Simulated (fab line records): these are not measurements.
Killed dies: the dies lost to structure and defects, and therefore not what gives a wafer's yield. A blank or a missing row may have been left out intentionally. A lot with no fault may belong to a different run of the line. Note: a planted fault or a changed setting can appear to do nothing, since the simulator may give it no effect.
2 desks, one fault || flow berkeley cmos170 || only its own numbers are on each desk; what lay behind them is given at the end

== METROLOGY DESK ==
Means of the sampled wafers that have a number, per lot and without regard to the tool the lot ran on: this is what the gauges read. Marked OUT: a lot whose mean sits more than 4 standard deviations from the usual mean, which makes it out of limits; the brackets give that distance. It has 12 readings; the 7 that lie furthest out on some lot are the ones shown.
Columns: A = cd nm at UCB170_PSD_CD_MEAS_06, usual 1199.7 nm; B = PSD_OVL at UCB170_PSD_OVL_MEAS_07, usual -1 nm; C = PSD_TW at UCB170_PSD_TW_MEAS_10, usual 2376; D = NSD_OVL at UCB170_NSD_OVL_MEAS_07, usual 0 nm; E = NSD_TW at UCB170_NSD_TW_MEAS_10, usual 4248; F = NSD_RS at UCB170_SDANNEAL_RS_MEAS_03, usual 37.29 ohm/sq; G = NLDD_RS at UCB170_SDANNEAL_RS_MEAS_05, usual 616.3 ohm/sq
{"lot": "L788", "first seen here": "day 8 07:56", "A": 1202.6, "B": -8, "C": 2382, "D": 1, "E": 4209, "F": 37.20, "G": 616.0}
{"lot": "L790", "first seen here": "day 8 08:38", "A": 1198.3, "B": 2, "C": 2389, "D": -8, "E": 4309, "F": 37.33, "G": 615.1}
{"lot": "L796", "first seen here": "day 9 16:35", "A": 1199.7, "B": 4, "C": 2391, "D": -7, "E": 4171, "F": 37.29, "G": 617.9}
{"lot": "L800", "first seen here": "day 10 15:44", "A": 1196.2, "B": -5, "C": 2388, "D": 3, "E": 4283, "F": 37.28, "G": 614.8}
{"lot": "L804", "first seen here": "day 10 22:05", "A": 1199.8, "B": 5, "C": 2392, "D": -0, "E": 4189, "F": 37.28, "G": 614.8}
{"lot": "L809", "first seen here": "day 12 05:41", "A": 1199.5, "B": -6, "C": 2318, "D": 3, "E": 4174, "F": 37.25, "G": 616.7}
This desk's finding: nothing out of limits on any of the 6 lots.

== AT THE TOOL OWNER'S DESK: implanter-01 ==
For each lot that ran on this tool, the mean over its sampled wafers that have a number, from the tool's own readings at UCB170_PSD_IMPLANT_08. Marked OUT: a lot whose mean sits more than 4 standard deviations from the usual mean, which makes it out of limits; the brackets give that distance.
Columns: A = faraday current uA at UCB170_PSD_IMPLANT_08, usual 9269
{"lot": "L788", "first seen here": "day 8 15:25", "A": 9188}
{"lot": "L790", "first seen here": "day 8 15:56", "A": 9177}
{"lot": "L796", "first seen here": "day 9 23:59", "A": 9356}
{"lot": "L800", "first seen here": "day 10 23:40", "A": 9367}
This desk's finding: nothing out of limits on any of the 4 lots.

== ALL TOGETHER ==
Nothing out of limits was seen by the metrology desk.
The desk of the tool owner found nothing out of limits.

== WHAT WAS PUT IN BY THE SIMULATOR ==
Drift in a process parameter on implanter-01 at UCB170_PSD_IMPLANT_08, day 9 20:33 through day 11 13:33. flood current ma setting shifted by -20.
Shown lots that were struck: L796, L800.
